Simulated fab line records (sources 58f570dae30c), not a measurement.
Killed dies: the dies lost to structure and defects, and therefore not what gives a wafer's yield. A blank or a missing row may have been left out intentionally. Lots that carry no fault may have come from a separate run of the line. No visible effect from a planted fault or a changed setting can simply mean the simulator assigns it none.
fab line records -- flow berkeley-cmos170 -- part 1 of 2: steps 1 to 29 of 40
record lots=5, wafers=15, last-day=11
route steps=331 shown GATE@125 FIELD@126 PLDD@145 NLDD@158
lots with no fault: from the same line, run without faults
start-h: hours from the record's first day to the start of the lot's first wafer shown -- wait-h: how many hours have passed since the lot's step before this one -- " repeats the value in the row above -- L1.1+2: one row covering several wafers at once -- - value missing, or start not given -- * or withheld: withheld -- < > ~ a bound
route shown NAME@n: names a module that has steps shown in the file, with the first one's number in the route -- usual: mean/standard deviation taken from wafers without a fault -- same: alike in all rows -- chamber/n: place in a boat -- sites: each site's reading -- _std_site: the standard deviation of these -- _edge_site: mean of outer sites minus mean of inner sites -- radius-mm: for every site, how far away it sits from the centre of the wafer -- mask NAME#n: copy n -- behind: the tool/chamber that last shaped the wafer -- hold: the reason the lot was held/the length of the hold in hours/how it ended -- device: the n, p or np transistor that did not switch -- end of line: the tests these same wafers got at the end of their route -- a step without rows: its recipe alone -- killed: dies lost to structure and defects at the first sort, not the wafer's yield -- map: a wafer's dies, marking killed ones x, the rest . and places with no die _
set.NAME: setting as actually run; set.NAME@STEP: the setting as run at that earlier step -- model.NAME: the simulator's own value behind a step, which no gauge read
lots at some steps of the route; a table a step, a row a wafer
services: the hour from which a tool's chamber was out of use, counted from the record's first day as start-h (under 0 if before that day), plus the number of hours and why
## steps
# step UCB170_GATE_WET_ETCH_00
# recipe chemistry=dHF, dilution=25:1, target=SiO2, temp-c=25, time-s=200
lot.wafer,tool,chamber,start-h,wait-h
L081.3+4+6,wet-bench-01,3,142.67,0.0
L088.1+4+5,wet-bench-04,0,179.34,0.1
L089.1+3+5,wet-bench-04,2,180.39,0.8
L090.2+3+4,wet-bench-03,0,188.90,0.0
L095.1+2+3,wet-bench-04,3,214.14,0.1
# step UCB170_FIELD_THK_MEAS_91
# recipe reads=SiO2_of_FIELD_OXIDATION_01
# usual FIELD_OXIDE_LEFT_2_THK=353/8.8
lot.wafer,tool,chamber,start-h,wait-h,FIELD_OXIDE_LEFT_2_THK[nm]
L081.3,film-metro-02,-,142.75,0.0,349
L081.4,film-metro-02,-,142.75,0.0,345
L081.6,film-metro-02,-,142.75,0.0,348
L088.1,film-metro-03,-,179.48,0.0,357
L088.4,film-metro-03,-,179.48,0.0,357
L088.5,film-metro-03,-,179.48,0.0,360
L089.1,film-metro-04,-,180.52,0.0,352
L089.3,film-metro-04,-,180.52,0.0,360
L089.5,film-metro-04,-,180.52,0.0,354
L090.2,film-metro-02,-,189.04,0.0,374
L090.3,film-metro-02,-,189.04,0.0,362
L090.4,film-metro-02,-,189.04,0.0,367
L095.1,film-metro-04,-,214.20,0.0,348
L095.2,film-metro-04,-,214.20,0.0,346
L095.3,film-metro-04,-,214.20,0.0,349
# step UCB170_GATE_OXIDATION_01
# recipe temp-c=850, ambient=O2, target-thk-a=66, ox-time-s=1800
lot.wafer,tool,chamber,start-h,wait-h
L081.3+4+6,furnace-02,0,145.31,2.6
L088.1+4+5,furnace-04,0,181.63,2.1
L089.1+3+5,furnace-04,0,181.63,1.1
L090.2+3+4,furnace-04,0,191.66,2.6
L095.1+2+3,furnace-01,0,215.79,1.6
# step UCB170_GATE_THK_MEAS_02
# recipe reads=SiO2_of_GATE_OXIDATION_01
# usual GATE_OXIDE_THK=6.55/0.12
lot.wafer,tool,chamber,start-h,wait-h,GATE_OXIDE_THK[nm]
L081.3,film-metro-01,-,146.83,0.0,6.40
L081.4,film-metro-01,-,146.83,0.0,6.37
L081.6,film-metro-01,-,146.83,0.0,6.46
L088.1,film-metro-01,-,183.13,0.0,6.49
L088.4,film-metro-01,-,183.13,0.0,6.52
L088.5,film-metro-01,-,183.13,0.0,6.45
L089.1,film-metro-03,-,183.18,0.1,6.54
L089.3,film-metro-03,-,183.18,0.1,6.48
L089.5,film-metro-03,-,183.18,0.1,6.49
L090.2,film-metro-02,-,193.17,0.0,6.68
L090.3,film-metro-02,-,193.17,0.0,6.68
L090.4,film-metro-02,-,193.17,0.0,6.68
L095.1,film-metro-03,-,217.29,0.0,6.75
L095.2,film-metro-03,-,217.29,0.0,6.74
L095.3,film-metro-03,-,217.29,0.0,6.74
# step UCB170_GATE_ANNEAL_03
# recipe temp-c=900, time-s=1800, ambient=N2
lot.wafer,tool,chamber,start-h,wait-h
L081.3+4+6,furnace-01,0,148.43,1.6
L088.1+4+5,furnace-01,0,185.08,1.9
L089.1+3+5,furnace-01,0,185.08,1.9
L090.2+3+4,furnace-01,0,193.25,0.1
L095.1+2+3,furnace-02,0,220.26,3.0
# step UCB170_GATE_CVD_04
# recipe material=poly-Si, temp-c=610, precursor=SiH4, time-s=1440, pressure-mtorr=375, target-thk-nm=214, sih4-flow-sccm=120
# usual pressure-mtorr=375.1/0.72, sih4-flow-sccm=120.0/0.37
lot.wafer,tool,chamber,start-h,wait-h,pressure-mtorr,sih4-flow-sccm
L081.3,lpcvd-01,1,149.93,0.0,375.7,119.9
L081.4,lpcvd-01,1,149.93,0.0,376.0,120.1
L081.6,lpcvd-01,1,149.93,0.0,374.5,120.1
L088.1,lpcvd-01,1,186.58,0.0,376.4,119.4
L088.4,lpcvd-01,1,186.58,0.0,375.6,120.2
L088.5,lpcvd-01,1,186.58,0.0,375.5,119.4
L089.1,lpcvd-01,0,186.58,0.0,374.8,119.9
L089.3,lpcvd-01,0,186.58,0.0,375.3,119.9
L089.5,lpcvd-01,0,186.58,0.0,374.7,119.9
L090.2,lpcvd-02,0,194.75,0.0,375.7,119.7
L090.3,lpcvd-02,0,194.75,0.0,375.9,120.2
L090.4,lpcvd-02,0,194.75,0.0,374.7,119.7
L095.1,lpcvd-01,1,223.03,1.3,375.0,119.7
L095.2,lpcvd-01,1,223.03,1.3,375.0,119.6
L095.3,lpcvd-01,1,223.03,1.3,374.9,120.1
# step UCB170_GATE_THK_MEAS_05
# recipe reads=poly-Si_of_GATE_CVD_04
# usual GATE_POLY_THK=214.8/2.4
lot.wafer,tool,chamber,start-h,wait-h,GATE_POLY_THK[nm]
L081.3,film-metro-01,-,151.35,0.0,212.4
L081.4,film-metro-01,-,151.35,0.0,210.6
L081.6,film-metro-01,-,151.35,0.0,212.4
L088.1,film-metro-01,-,188.68,0.0,216.0
L088.4,film-metro-01,-,188.68,0.0,216.6
L088.5,film-metro-01,-,188.68,0.0,216.3
L089.1,film-metro-02,-,188.74,0.1,214.7
L089.3,film-metro-02,-,188.74,0.1,215.8
L089.5,film-metro-02,-,188.74,0.1,212.9
L090.2,film-metro-01,-,196.86,0.0,210.7
L090.3,film-metro-01,-,196.86,0.0,212.4
L090.4,film-metro-01,-,196.86,0.0,214.6
L095.1,film-metro-02,-,224.43,0.0,217.2
L095.2,film-metro-02,-,224.43,0.0,218.9
L095.3,film-metro-02,-,224.43,0.0,216.4
# step UCB170_GATE_COAT_06
# recipe resist=BARC, temp-c=withheld, time-s=withheld, spin-rpm=3000, resist-thk-nm=withheld
# usual spin-speed-rpm=3000.0/1.6
lot.wafer,tool,chamber,start-h,wait-h,spin-speed-rpm
L081.3,litho-track-02,0,151.47,0.1,3001.0
L081.4,litho-track-02,0,151.47,0.1,2997.5
L081.6,litho-track-02,0,151.47,0.1,2999.3
L088.1,litho-track-04,0,189.35,0.7,2997.9
L088.4,litho-track-04,0,189.35,0.7,2999.4
L088.5,litho-track-04,0,189.35,0.7,2999.7
L089.1,litho-track-03,0,189.71,1.0,3001.9
L089.3,litho-track-03,0,189.71,1.0,3000.1
L089.5,litho-track-03,0,189.71,1.0,3000.4
L090.2,litho-track-03,0,197.02,0.2,3001.6
L090.3,litho-track-03,0,197.02,0.2,3002.5
L090.4,litho-track-03,0,197.02,0.2,2999.3
L095.1,litho-track-02,0,224.56,0.1,3002.4
L095.2,litho-track-02,0,224.56,0.1,2998.5
L095.3,litho-track-02,0,224.56,0.1,3000.2
# step UCB170_GATE_COAT_07
# recipe resist=KrF, spin-rpm=1500, resist-thk-nm=900
# usual spin-speed-rpm=1500.0/0.84
lot.wafer,tool,chamber,start-h,wait-h,spin-speed-rpm
L081.3,litho-track-02,0,-,-,1500.0
L081.4,litho-track-02,0,-,-,1499.4
L081.6,litho-track-02,0,-,-,1499.1
L088.1,litho-track-04,0,-,-,1498.8
L088.4,litho-track-04,0,-,-,1500.1
L088.5,litho-track-04,0,-,-,1500.6
L089.1,litho-track-03,0,-,-,1500.4
L089.3,litho-track-03,0,-,-,1500.0
L089.5,litho-track-03,0,-,-,1500.1
L090.2,litho-track-03,0,-,-,1501.1
L090.3,litho-track-03,0,-,-,1498.9
L090.4,litho-track-03,0,-,-,1501.9
L095.1,litho-track-02,0,-,-,1499.2
L095.2,litho-track-02,0,-,-,1499.2
L095.3,litho-track-02,0,-,-,1499.3
# step UCB170_GATE_SOFTBAKE_08
# recipe resist=KrF, temp-c=129.5, time-s=60
lot.wafer,tool,chamber,start-h,wait-h
L081.3+4+6,litho-track-02,0,-,-
L088.1+4+5,litho-track-04,0,-,-
L089.1+3+5,litho-track-03,0,-,-
L090.2+3+4,litho-track-03,0,-,-
L095.1+2+3,litho-track-02,0,-,-
# step UCB170_GATE_EXPOSE_09
# recipe mask-id=POLY, target-cd-nm=350, na=0.5, sigma-outer=0.6, source-shape=conventional, dose-mj=21
lot.wafer,tool,chamber,start-h,wait-h,mask
L081.3+4+6,krf-scanner-01,0,151.91,-,POLY#0
L088.1+4+5,krf-scanner-01,0,189.80,-,POLY#0
L089.1+3+5,krf-scanner-01,0,190.37,-,POLY#0
L090.2+3+4,krf-scanner-02,0,197.59,-,POLY#0
L095.1+2+3,krf-scanner-01,0,225.29,-,POLY#0
# step UCB170_GATE_PEB_10
# recipe peb-temp-c=130, peb-time-s=withheld, resist=KrF
lot.wafer,tool,chamber,start-h,wait-h
L081.3+4+6,litho-track-04,0,152.04,0.1
L088.1+4+5,litho-track-02,0,190.00,0.2
L089.1+3+5,litho-track-03,0,190.52,0.1
L090.2+3+4,litho-track-03,0,197.92,0.3
L095.1+2+3,litho-track-04,0,226.11,0.8
# step UCB170_GATE_DEVELOP_11
# recipe developer=TMAH, develop-time-s=45, resist=KrF, dev-temp-c=21
lot.wafer,tool,chamber,start-h,wait-h
L081.3+4+6,litho-track-04,0,-,-
L088.1+4+5,litho-track-02,0,-,-
L089.1+3+5,litho-track-03,0,-,-
L090.2+3+4,litho-track-03,0,-,-
L095.1+2+3,litho-track-04,0,-,-
# step UCB170_GATE_CD_MEAS_12
# recipe target-cd-nm=350
# usual cd-nm=349.8/1.4
lot.wafer,tool,chamber,start-h,wait-h,cd-nm
L081.3,cd-sem-01,-,152.30,-,348.8
L081.4,cd-sem-01,-,152.30,-,350.4
L081.6,cd-sem-01,-,152.30,-,349.6
L088.1,cd-sem-01,-,190.28,-,350.2
L088.4,cd-sem-01,-,190.28,-,351.5
L088.5,cd-sem-01,-,190.28,-,349.7
L089.1,cd-sem-02,-,190.79,-,349.4
L089.3,cd-sem-02,-,190.79,-,348.6
L089.5,cd-sem-02,-,190.79,-,350.3
L090.2,cd-sem-01,-,198.19,-,349.1
L090.3,cd-sem-01,-,198.19,-,348.4
L090.4,cd-sem-01,-,198.19,-,349.7
L095.1,cd-sem-02,-,226.39,-,352.5
L095.2,cd-sem-02,-,226.39,-,351.3
L095.3,cd-sem-02,-,226.39,-,352.5
# step UCB170_GATE_OVL_MEAS_13
# usual GATE_OVL=0/4.8
lot.wafer,tool,chamber,start-h,wait-h,GATE_OVL[nm]
L081.3,overlay-02,-,152.39,0.1,-2
L081.4,overlay-02,-,152.39,0.1,-6
L081.6,overlay-02,-,152.39,0.1,4
L088.1,overlay-02,-,190.40,0.1,5
L088.4,overlay-02,-,190.40,0.1,1
L088.5,overlay-02,-,190.40,0.1,5
L089.1,overlay-01,-,190.91,0.1,8
L089.3,overlay-01,-,190.91,0.1,7
L089.5,overlay-01,-,190.91,0.1,-2
L090.2,overlay-01,-,198.30,0.1,0
L090.3,overlay-01,-,198.30,0.1,-1
L090.4,overlay-01,-,198.30,0.1,9
L095.1,overlay-02,-,226.51,0.1,-3
L095.2,overlay-02,-,226.51,0.1,-2
L095.3,overlay-02,-,226.51,0.1,-3
# step UCB170_GATE_ETCH_14
# recipe chemistry=N2/H2, target-depth-a=withheld, overetch-a=withheld, target=BARC, time-s=withheld, source-w=500, bias-w=100, pressure-mtorr=30, n2-flow-sccm=100, h2-flow-sccm=200
# usual bias-w=100.00/0.29, chamber-pressure-mTorr=29.998/0.028, drypump-motor-current-A=5.6/0.39, oes-product-au=1.009/0.024, throttle-valve-pct=13.27/0.19
lot.wafer,tool,chamber,start-h,wait-h,bias-w,chamber-pressure-mTorr,drypump-motor-current-A,oes-product-au,throttle-valve-pct
L081.3,rie-diel-03,1,152.42,0.0,100.11,29.999,5.7,1.016,13.01
L081.4,rie-diel-03,2,152.42,0.0,99.87,29.993,5.0,0.991,13.16
L081.6,rie-diel-03,2,152.42,0.0,100.36,30.027,5.0,0.979,13.16
L088.1,rie-diel-04,0,190.43,0.0,99.62,29.990,5.5,1.052,13.65
L088.4,rie-diel-04,3,190.43,0.0,100.00,29.984,5.8,1.041,13.24
L088.5,rie-diel-04,3,190.43,0.0,99.74,30.019,5.9,1.038,13.23
L089.1,rie-diel-04,1,190.95,0.0,100.36,29.994,5.2,1.002,13.35
L089.3,rie-diel-04,0,190.95,0.0,100.74,29.985,5.6,1.054,13.62
L089.5,rie-diel-04,1,190.95,0.0,100.15,29.972,5.2,1.004,13.34
L090.2,rie-diel-04,3,198.33,0.0,100.22,30.044,5.9,1.037,13.23
L090.3,rie-diel-04,0,198.33,0.0,100.20,30.050,5.5,1.055,13.63
L090.4,rie-diel-04,1,198.33,0.0,100.01,30.016,5.2,1.000,13.35
L095.1,rie-diel-03,1,226.54,0.0,99.95,30.000,5.7,1.007,13.01
L095.2,rie-diel-03,3,226.54,0.0,100.17,29.934,6.0,0.985,13.22
L095.3,rie-diel-03,2,226.54,0.0,100.53,30.056,5.0,0.986,13.17
# step UCB170_GATE_ETCH_15
# recipe chemistry=HBr/Cl2, target=poly-Si, stop-on=SiO2, over-etch-frac=0.3, icp-w=300, bias-w=150, time-s=56.3, pressure-mtorr=15, HBr_flow_sccm=150, Cl2_flow_sccm=50, target-depth-a=2782
# usual bias-w=149.9/0.42, chamber-pressure-mTorr=14.998/0.014, drypump-motor-current-A=5.8/0.46, he-backside-leak-sccm=2.78/0.25, oes-product-au=0.845/0.013, throttle-valve-pct=26.43/0.28
lot.wafer,tool,chamber,start-h,wait-h,bias-w,chamber-pressure-mTorr,drypump-motor-current-A,he-backside-leak-sccm,oes-product-au,rf-hours-counter-h,throttle-valve-pct
L081.3,rie-si-01,1,152.46,-,150.1,14.991,5.5,3.40,0.807,125,26.84
L081.4,rie-si-01,0,152.46,-,149.8,14.982,6.2,2.76,0.842,2,26.57
L081.6,rie-si-01,1,152.46,-,150.0,15.008,5.5,3.36,0.805,-,26.82
L088.1,rie-si-01,1,190.48,-,150.1,14.987,5.6,2.99,0.854,0,26.67
L088.4,rie-si-01,0,190.48,-,150.4,14.999,6.2,2.63,0.877,-,26.56
L088.5,rie-si-01,1,190.48,-,150.2,14.983,5.5,2.97,0.853,-,26.65
L089.1,rie-si-01,1,190.99,-,149.9,15.013,5.5,3.03,0.846,0,26.67
L089.3,rie-si-01,0,190.99,-,149.4,15.041,6.2,2.61,0.868,2,26.58
L089.5,rie-si-01,0,190.99,-,150.2,15.002,6.2,2.78,0.858,-,26.58
L090.2,rie-si-02,0,198.37,-,149.8,14.991,5.7,2.83,0.827,62,26.62
L090.3,rie-si-02,1,198.37,-,150.8,14.981,6.5,2.88,0.830,1,26.33
L090.4,rie-si-02,2,198.37,-,150.1,14.994,5.7,2.43,0.854,1,26.30
L095.1,rie-si-02,2,226.58,-,150.5,14.978,5.7,2.44,0.854,1,26.32
L095.2,rie-si-02,1,226.58,-,149.9,15.002,6.6,2.81,0.835,1,26.33
L095.3,rie-si-02,0,226.58,-,150.3,14.973,5.7,3.03,0.841,62,26.61
# step UCB170_GATE_STRIP_16
# recipe chemistry=O2, power-w=400, pressure-mtorr=3500, platen-temp-c=withheld, o2-flow-sccm=400, overash-fraction=0.5
# usual chamber-pressure-mTorr=3500/3.2, drypump-motor-current-A=5.60/0.27, o2-flow-sccm=400.0/1.1, oes-product-au=0.724/0.0044
lot.wafer,tool,chamber,start-h,wait-h,chamber-pressure-mTorr,drypump-motor-current-A,o2-flow-sccm,oes-product-au,rf-hours-counter-h
L081.3,plasma-asher-04,0,152.54,0.1,3502,5.35,400.4,0.731,-
L081.4,plasma-asher-04,1,152.54,0.1,3500,5.36,399.1,0.721,-
L081.6,plasma-asher-04,0,152.54,0.1,3497,5.34,399.7,0.726,-
L088.1,plasma-asher-04,1,190.52,0.0,3495,5.37,397.3,0.730,8
L088.4,plasma-asher-04,0,190.52,0.0,3499,5.33,402.1,0.719,-
L088.5,plasma-asher-04,0,190.52,0.0,3505,5.32,400.1,0.726,-
L089.1,plasma-asher-01,0,191.04,0.0,3505,5.55,399.2,0.722,38
L089.3,plasma-asher-01,1,191.04,0.0,3500,6.02,399.3,0.717,-
L089.5,plasma-asher-01,0,191.04,0.0,3498,5.55,401.1,0.729,-
L090.2,plasma-asher-04,1,198.42,0.0,3500,5.36,399.4,0.728,9
L090.3,plasma-asher-04,1,198.42,0.0,3502,5.33,402.2,0.724,-
L090.4,plasma-asher-04,0,198.42,0.0,3499,5.38,400.4,0.724,-
L095.1,plasma-asher-04,1,226.63,0.0,3502,5.34,400.0,0.723,12
L095.2,plasma-asher-04,0,226.63,0.0,3502,5.38,398.5,0.721,12
L095.3,plasma-asher-04,1,226.63,0.0,3498,5.34,398.7,0.725,-
# step UCB170_GATE_CD_MEAS_90
# recipe target-cd-nm=350
# usual cd-nm=350.0/1.6
lot.wafer,tool,chamber,start-h,wait-h,cd-nm
L081.3,cd-sem-01,-,152.65,0.1,349.8
L081.4,cd-sem-01,-,152.65,0.1,350.3
L081.6,cd-sem-01,-,152.65,0.1,349.2
L088.1,cd-sem-02,-,190.62,0.1,350.1
L088.4,cd-sem-02,-,190.62,0.1,351.4
L088.5,cd-sem-02,-,190.62,0.1,349.3
L089.1,cd-sem-01,-,191.14,0.1,349.3
L089.3,cd-sem-01,-,191.14,0.1,348.0
L089.5,cd-sem-01,-,191.14,0.1,349.9
L090.2,cd-sem-02,-,198.54,0.1,349.7
L090.3,cd-sem-02,-,198.54,0.1,348.8
L090.4,cd-sem-02,-,198.54,0.1,349.9
L095.1,cd-sem-01,-,226.73,0.1,353.5
L095.2,cd-sem-01,-,226.73,0.1,352.1
L095.3,cd-sem-01,-,226.73,0.1,353.2
# step UCB170_GATE_CLEAN_17
# recipe chemistry=SPM, temp-c=120, time-s=600
lot.wafer,tool,chamber,start-h,wait-h
L081.3+4+6,wet-bench-01,1,153.20,0.5
L088.1+4+5,wet-bench-04,1,194.00,3.4
L089.1+3+5,wet-bench-04,2,194.00,2.8
L090.2+3+4,wet-bench-01,0,199.26,0.7
L095.1+2+3,wet-bench-04,0,226.85,0.1
# step UCB170_PLDD_HMDS_00
# recipe prime-time-s=60, prime-temp-c=100
lot.wafer,tool,chamber,start-h,wait-h
L081.3+4+6,litho-track-03,0,153.46,0.1
L088.1+4+5,litho-track-01,0,194.27,0.1
L089.1+3+5,litho-track-02,0,194.56,0.4
L090.2+3+4,litho-track-02,0,199.96,0.5
L095.1+2+3,litho-track-02,0,227.81,0.8
# step UCB170_PLDD_COAT_01
# recipe resist=KrF, spin-rpm=1500, resist-thk-nm=900
# usual spin-speed-rpm=1500.1/0.99
lot.wafer,tool,chamber,start-h,wait-h,spin-speed-rpm
L081.3,litho-track-03,0,153.61,0.1,1499.5
L081.4,litho-track-03,0,153.61,0.1,1499.4
L081.6,litho-track-03,0,153.61,0.1,1499.3
L088.1,litho-track-01,0,194.42,0.1,1499.9
L088.4,litho-track-01,0,194.42,0.1,1501.2
L088.5,litho-track-01,0,194.42,0.1,1498.5
L089.1,litho-track-02,0,194.71,0.1,1499.0
L089.3,litho-track-02,0,194.71,0.1,1499.1
L089.5,litho-track-02,0,194.71,0.1,1500.2
L090.2,litho-track-02,0,200.11,0.1,1501.2
L090.3,litho-track-02,0,200.11,0.1,1499.9
L090.4,litho-track-02,0,200.11,0.1,1500.6
L095.1,litho-track-02,0,227.96,0.1,1499.4
L095.2,litho-track-02,0,227.96,0.1,1499.8
L095.3,litho-track-02,0,227.96,0.1,1499.0
# step UCB170_PLDD_SOFTBAKE_02
# recipe resist=KrF, temp-c=130, time-s=60
lot.wafer,tool,chamber,start-h,wait-h
L081.3+4+6,litho-track-03,0,153.76,0.1
L088.1+4+5,litho-track-01,0,194.57,0.1
L089.1+3+5,litho-track-02,0,194.86,0.1
L090.2+3+4,litho-track-02,0,200.26,0.1
L095.1+2+3,litho-track-02,0,228.11,0.1
# step UCB170_PLDD_EXPOSE_03
# recipe mask-id=PSELECT, na=0.5, sigma-outer=0.6, source-shape=conventional, target-cd-nm=1200, dose-mj=30
lot.wafer,tool,chamber,start-h,wait-h,mask
L081.3+4+6,krf-scanner-02,0,154.02,0.2,PSELECT#0
L088.1+4+5,krf-scanner-02,0,194.85,0.2,PSELECT#0
L089.1+3+5,krf-scanner-01,0,195.21,0.3,PSELECT#0
L090.2+3+4,krf-scanner-02,0,200.53,0.2,PSELECT#0
L095.1+2+3,krf-scanner-02,0,228.47,0.3,PSELECT#0
# step UCB170_PLDD_PEB_04
# recipe peb-temp-c=130, peb-time-s=withheld, resist=KrF
lot.wafer,tool,chamber,start-h,wait-h
L081.3+4+6,litho-track-03,0,154.18,0.1
L088.1+4+5,litho-track-02,0,195.01,0.1
L089.1+3+5,litho-track-01,0,195.72,0.5
L090.2+3+4,litho-track-03,0,201.21,0.7
L095.1+2+3,litho-track-02,0,228.98,0.5
# step UCB170_PLDD_DEVELOP_05
# recipe developer=TMAH, develop-time-s=45, resist=KrF, dev-temp-c=21
lot.wafer,tool,chamber,start-h,wait-h
L081.3+4+6,litho-track-03,0,-,-
L088.1+4+5,litho-track-02,0,-,-
L089.1+3+5,litho-track-01,0,-,-
L090.2+3+4,litho-track-03,0,-,-
L095.1+2+3,litho-track-02,0,-,-
# step UCB170_PLDD_CD_MEAS_06
# recipe target-cd-nm=1200
# usual cd-nm=1199.7/1.3
lot.wafer,tool,chamber,start-h,wait-h,cd-nm
L081.3,cd-sem-02,-,154.45,-,1197.1
L081.4,cd-sem-02,-,154.45,-,1196.4
L081.6,cd-sem-02,-,154.45,-,1196.6
L088.1,cd-sem-01,-,195.29,-,1201.3
L088.4,cd-sem-01,-,195.29,-,1200.5
L088.5,cd-sem-01,-,195.29,-,1199.5
L089.1,cd-sem-02,-,196.00,-,1200.2
L089.3,cd-sem-02,-,196.00,-,1198.7
L089.5,cd-sem-02,-,196.00,-,1200.7
L090.2,cd-sem-01,-,201.72,-,1199.4
L090.3,cd-sem-01,-,201.72,-,1198.4
L090.4,cd-sem-01,-,201.72,-,1198.8
L095.1,cd-sem-01,-,229.26,-,1201.2
L095.2,cd-sem-01,-,229.26,-,1201.6
L095.3,cd-sem-01,-,229.26,-,1199.6
# step UCB170_PLDD_OVL_MEAS_07
# usual PLDD_OVL=3/5
lot.wafer,tool,chamber,start-h,wait-h,PLDD_OVL[nm]
L081.3,overlay-01,-,154.54,0.1,-3
L081.4,overlay-01,-,154.54,0.1,7
L081.6,overlay-01,-,154.54,0.1,2
L088.1,overlay-02,-,195.41,0.1,0
L088.4,overlay-02,-,195.41,0.1,5
L088.5,overlay-02,-,195.41,0.1,-1
L089.1,overlay-01,-,196.12,0.1,5
L089.3,overlay-01,-,196.12,0.1,4
L089.5,overlay-01,-,196.12,0.1,-9
L090.2,overlay-02,-,201.82,0.1,6
L090.3,overlay-02,-,201.82,0.1,4
L090.4,overlay-02,-,201.82,0.1,2
L095.1,overlay-02,-,229.38,0.1,8
L095.2,overlay-02,-,229.38,0.1,2
L095.3,overlay-02,-,229.38,0.1,10
# step UCB170_PLDD_IMPLANT_08
# recipe species=BF2, dose-cm2=5e+13, energy-kev=10, tilt-deg=7, rotation-deg=0
# usual beam-energy-keV=10.000/0.0033, faraday-current-uA=159/3.2, rotation-deg=-0.001/0.02, tilt-deg=7.000/0.018
lot.wafer,tool,chamber,start-h,wait-h,beam-energy-keV,faraday-current-uA,rotation-deg,tilt-deg
L081.3,implanter-01,0,154.62,0.1,9.997,156,0.003,7.009
L081.4,implanter-01,0,154.62,0.1,9.998,163,0.010,7.003
L081.6,implanter-01,0,154.62,0.1,9.997,166,0.032,6.997
L088.1,implanter-04,0,195.44,0.0,10.002,156,0.005,6.985
L088.4,implanter-04,0,195.44,0.0,10.000,157,-0.023,6.995
L088.5,implanter-04,0,195.44,0.0,10.001,155,0.013,7.024
L089.1,implanter-03,0,196.15,0.0,9.996,163,-0.011,6.995
L089.3,implanter-03,0,196.15,0.0,9.995,158,-0.007,7.013
L089.5,implanter-03,0,196.15,0.0,9.999,163,-0.007,7.006
L090.2,implanter-01,0,201.88,0.0,10.003,159,0.019,7.006
L090.3,implanter-01,0,201.88,0.0,10.004,158,-0.003,7.008
L090.4,implanter-01,0,201.88,0.0,10.001,159,0.023,6.982
L095.1,implanter-03,0,229.41,0.0,10.005,160,0.008,6.997
L095.2,implanter-03,0,229.41,0.0,10.003,165,-0.038,6.980
L095.3,implanter-03,0,229.41,0.0,9.999,155,-0.008,7.000
